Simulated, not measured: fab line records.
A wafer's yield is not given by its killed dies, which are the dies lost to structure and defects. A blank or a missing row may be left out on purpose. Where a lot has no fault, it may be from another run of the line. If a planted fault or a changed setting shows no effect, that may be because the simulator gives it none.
fab line records + flow rit_cmos
record:
- lots: 14
- wafers: 42
- last_day: 8
route steps=202 shown NLDD@111
lots with no fault: from the same line, run without faults
start_h: hours from the record's first day to the start of the lot's first wafer shown + wait_h: time in hours since the lot's previous step + " repeats the value in the row above + L1.1+2: one row covering several wafers at once + - either no value or no given start + * or withheld: withheld + < > ~ a bound
route shown NAME@n: names a module that has steps shown in the file, with the first one's number in the route + usual: mean/standard deviation of fault-free wafers + same: alike in all rows + chamber/n: place in a boat + sites: per-site readings + _std_site: the values' standard deviation + _edge_site: outer sites' mean less inner sites' + radius_mm: how far each site lies from the wafer's centre + mask NAME#n: copy n + behind: the last tool/chamber to shape the wafer + hold: why the lot was held/for how many hours/how that ended + device: the n, p or np transistor that did not switch + end of line: tests run on the same wafers once the route is complete + for a step that has no rows: nothing shown but its recipe + killed: dies that structure and defects cost at the first sort, which is not the same as the wafer's yield + map: the dies of a wafer, with x for killed, . for not killed, _ for no die there
set.NAME: setting as actually run; set.NAME@STEP: the setting as run at that earlier step + model.NAME: the simulator's own value behind a step, which no gauge read
steps of the route over a sample of lots; a table a step, a row a wafer
services: from which hour (start_h, from the record's first day; less than 0 if before it) a tool's chamber was out of use, for how many hours, and why
== steps ==
step: RIT_NLDD_IMPLANT_08
recipe:
- species: P
- energy_kev: 20
- dose_cm2: 5e+14
- tilt_deg: 7
usual:
- beam_energy_keV: 20.000/0.0064
| lot.wafer | tool         | chamber | start_h | wait_h | beam_energy_keV |
|-----------|--------------|---------|---------|--------|-----------------|
| L809.2    | implanter-04 | 0       | 48.73   | 0.1    | 20.003          |
| L809.5    | "            | 0       | "       | "      | 19.994          |
| L809.6    | "            | 0       | "       | "      | 19.993          |
| L810.1    | implanter-02 | 0       | 56.86   | 0.1    | 20.002          |
| L810.3    | "            | 0       | "       | "      | 20.005          |
| L810.4    | "            | 0       | "       | "      | 20.010          |
| L811.3    | implanter-04 | 0       | 57.09   | 0.1    | 20.012          |
| L811.5    | "            | 0       | "       | "      | 20.006          |
| L811.6    | "            | 0       | "       | "      | 20.007          |
| L812.2    | implanter-03 | 0       | 66.76   | 0.1    | 19.995          |
| L812.5    | "            | 0       | "       | "      | 20.005          |
| L812.6    | "            | 0       | "       | "      | 20.003          |
| L813.3    | implanter-03 | 0       | 74.55   | 0.1    | 19.998          |
| L813.4    | "            | 0       | "       | "      | 20.003          |
| L813.6    | "            | 0       | "       | "      | 19.996          |
| L815.3    | implanter-03 | 0       | 77.22   | 0.1    | 20.008          |
| L815.4    | "            | 0       | "       | "      | 20.010          |
| L815.6    | "            | 0       | "       | "      | 20.001          |
| L817.1    | implanter-03 | 0       | 93.74   | 0.1    | 19.994          |
| L817.5    | "            | 0       | "       | "      | 19.987          |
| L817.6    | "            | 0       | "       | "      | 19.995          |
| L818.1    | implanter-02 | 0       | 98.51   | 0.1    | 20.008          |
| L818.2    | "            | 0       | "       | "      | 19.989          |
| L818.5    | "            | 0       | "       | "      | 20.001          |
| L819.2    | implanter-04 | 0       | 101.69  | 0.1    | 20.001          |
| L819.5    | "            | 0       | "       | "      | 19.996          |
| L819.6    | "            | 0       | "       | "      | 20.003          |
| L820.2    | implanter-04 | 0       | 107.78  | 0.1    | 19.996          |
| L820.3    | "            | 0       | "       | "      | 19.997          |
| L820.6    | "            | 0       | "       | "      | 19.995          |
| L824.2    | implanter-03 | 0       | 127.66  | 0.1    | 13.992          |
| L824.3    | "            | 0       | "       | "      | 13.995          |
| L824.6    | "            | 0       | "       | "      | 13.996          |
| L825.1    | implanter-02 | 0       | 128.51  | 0.1    | 19.994          |
| L825.4    | "            | 0       | "       | "      | 19.997          |
| L825.5    | "            | 0       | "       | "      | 19.999          |
| L826.2    | implanter-03 | 0       | 146.89  | 0.1    | 14.003          |
| L826.3    | "            | 0       | "       | "      | 14.009          |
| L826.6    | "            | 0       | "       | "      | 14.011          |
| L830.4    | implanter-04 | 0       | 163.94  | 0.1    | 19.990          |
| L830.5    | "            | 0       | "       | "      | 19.997          |
| L830.6    | "            | 0       | "       | "      | 20.006          |
step: RIT_NLDD_TW_MEAS_10
usual:
- NLDD_TW: 2495/20
| lot.wafer | tool          | chamber | start_h | wait_h | NLDD_TW |
|-----------|---------------|---------|---------|--------|---------|
| L809.2    | film_metro-01 | -       | 49.04   | 0.1    | 2467    |
| L809.5    | "             | -       | "       | "      | 2473    |
| L809.6    | "             | -       | "       | "      | 2470    |
| L810.1    | film_metro-01 | -       | 57.19   | 0.1    | 2483    |
| L810.3    | "             | -       | "       | "      | 2463    |
| L810.4    | "             | -       | "       | "      | 2470    |
| L811.3    | film_metro-02 | -       | 57.39   | 0.1    | 2527    |
| L811.5    | "             | -       | "       | "      | 2531    |
| L811.6    | "             | -       | "       | "      | 2521    |
| L812.2    | film_metro-01 | -       | 67.07   | 0.1    | 2487    |
| L812.5    | "             | -       | "       | "      | 2469    |
| L812.6    | "             | -       | "       | "      | 2491    |
| L813.3    | film_metro-01 | -       | 74.84   | 0.1    | 2484    |
| L813.4    | "             | -       | "       | "      | 2476    |
| L813.6    | "             | -       | "       | "      | 2488    |
| L815.3    | film_metro-03 | -       | 77.51   | 0.1    | 2526    |
| L815.4    | "             | -       | "       | "      | 2524    |
| L815.6    | "             | -       | "       | "      | 2549    |
| L817.1    | film_metro-01 | -       | 94.06   | 0.1    | 2483    |
| L817.5    | "             | -       | "       | "      | 2481    |
| L817.6    | "             | -       | "       | "      | 2479    |
| L818.1    | film_metro-03 | -       | 98.83   | 0.1    | 2523    |
| L818.2    | "             | -       | "       | "      | 2516    |
| L818.5    | "             | -       | "       | "      | 2532    |
| L819.2    | film_metro-01 | -       | 102.00  | 0.1    | 2462    |
| L819.5    | "             | -       | "       | "      | 2485    |
| L819.6    | "             | -       | "       | "      | 2487    |
| L820.2    | film_metro-02 | -       | 108.09  | 0.1    | 2513    |
| L820.3    | "             | -       | "       | "      | 2479    |
| L820.6    | "             | -       | "       | "      | 2491    |
| L824.2    | film_metro-02 | -       | 127.97  | 0.1    | 2274    |
| L824.3    | "             | -       | "       | "      | 2264    |
| L824.6    | "             | -       | "       | "      | 2267    |
| L825.1    | film_metro-02 | -       | 128.84  | 0.1    | 2494    |
| L825.4    | "             | -       | "       | "      | 2508    |
| L825.5    | "             | -       | "       | "      | 2508    |
| L826.2    | film_metro-02 | -       | 147.20  | 0.1    | 2269    |
| L826.3    | "             | -       | "       | "      | 2270    |
| L826.6    | "             | -       | "       | "      | 2260    |
| L830.4    | film_metro-01 | -       | 164.22  | 0.1    | 2451    |
| L830.5    | "             | -       | "       | "      | 2472    |
| L830.6    | "             | -       | "       | "      | 2481    |
step: RIT_SDANNEAL_RS_MEAS_07
recipe:
- thk_meas_gauge: four-point-probe
usual:
- NLDD_RS: 151.8/0.59
| lot.wafer | tool          | chamber | start_h | wait_h | NLDD_RS[ohm/sq] |
|-----------|---------------|---------|---------|--------|-----------------|
| L809.2    | film_metro-01 | -       | 56.79   | 0.1    | 152.6           |
| L809.5    | "             | -       | "       | "      | 152.8           |
| L809.6    | "             | -       | "       | "      | 152.2           |
| L811.3    | film_metro-02 | -       | 65.43   | 0.1    | 151.5           |
| L811.5    | "             | -       | "       | "      | 151.7           |
| L811.6    | "             | -       | "       | "      | 152.5           |
| L810.1    | film_metro-01 | -       | 66.16   | 0.1    | 152.7           |
| L810.3    | "             | -       | "       | "      | 152.6           |
| L810.4    | "             | -       | "       | "      | 152.1           |
| L812.2    | film_metro-01 | -       | 77.43   | 0.1    | 151.4           |
| L812.5    | "             | -       | "       | "      | 151.3           |
| L812.6    | "             | -       | "       | "      | 150.8           |
| L813.3    | film_metro-03 | -       | 83.87   | 0.1    | 151.5           |
| L813.4    | "             | -       | "       | "      | 152.0           |
| L813.6    | "             | -       | "       | "      | 152.0           |
| L815.3    | film_metro-02 | -       | 86.83   | 0.1    | 151.6           |
| L815.4    | "             | -       | "       | "      | 151.9           |
| L815.6    | "             | -       | "       | "      | 151.7           |
| L817.1    | film_metro-02 | -       | 105.19  | 0.1    | 152.7           |
| L817.5    | "             | -       | "       | "      | 152.8           |
| L817.6    | "             | -       | "       | "      | 153.0           |
| L818.1    | film_metro-03 | -       | 108.17  | 0.1    | 151.5           |
| L818.2    | "             | -       | "       | "      | 151.4           |
| L818.5    | "             | -       | "       | "      | 151.5           |
| L819.2    | film_metro-03 | -       | 110.96  | 0.1    | 150.6           |
| L819.5    | "             | -       | "       | "      | 149.8           |
| L819.6    | "             | -       | "       | "      | 150.5           |
| L820.2    | film_metro-02 | -       | 118.99  | 0.1    | 151.7           |
| L820.3    | "             | -       | "       | "      | 152.5           |
| L820.6    | "             | -       | "       | "      | 152.3           |
| L824.2    | film_metro-03 | -       | 143.31  | 0.1    | 156.8           |
| L824.3    | "             | -       | "       | "      | 158.0           |
| L824.6    | "             | -       | "       | "      | 157.3           |
| L825.1    | film_metro-02 | -       | 143.51  | 0.1    | 151.3           |
| L825.4    | "             | -       | "       | "      | 151.4           |
| L825.5    | "             | -       | "       | "      | 151.7           |
| L826.2    | film_metro-03 | -       | 155.34  | 0.1    | 156.8           |
| L826.3    | "             | -       | "       | "      | 156.7           |
| L826.6    | "             | -       | "       | "      | 156.9           |
| L830.4    | film_metro-01 | -       | 173.12  | 0.1    | 152.7           |
| L830.5    | "             | -       | "       | "      | 152.6           |
| L830.6    | "             | -       | "       | "      | 152.0           |
== services ==
| tool         | chamber | start_h | hours | kind   |
|--------------|---------|---------|-------|--------|
| implanter-04 | -       | 30.57   | 3.9   | repair |
| implanter-03 | -       | 122.56  | 1.8   | repair |
| implanter-04 | -       | 125.08  | 2.3   | repair |
| implanter-02 | -       | 143.38  | 1.5   | repair |
== key ==
first_sign:
- step: RIT_NLDD_IMPLANT_08
- reading: beam_energy_keV
- direction: down
- sigmas: 99+
- usual: 20.000
- struck: 14.001
effect:
- step: RIT_NLDD_TW_MEAS_10
- reading: NLDD_TW
- direction: down
- sigmas: 11
- usual: 2495
- struck: 2267
effect:
- step: RIT_SDANNEAL_RS_MEAS_07
- reading: NLDD_RS
- direction: up
- sigmas: 8.8
- usual: 151.8
- struck: 157.1
met_at RIT_NLDD_IMPLANT_08
struck_lots L824,L826
tester_left_out L824,L826
onset_between 93.74 127.66
fault:
- kind: process_parameter_drift
- tool: implanter-03
- chamber: -
- onset_h: 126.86
- steps: RIT_NLDD_IMPLANT_08
- channel: energy_kev
- offset: -6
- shape: step
- end_h: 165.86
- acts_in: these_recipes_only
- stated: 20
tester_left_out: of these lots the tester's yield and bins aren't shown, on N5 and GAA mostly nor the transistor test; their killed dies are dies lost to structure and defects alone, not to doping, threshold or leakage, so they don't give the yield
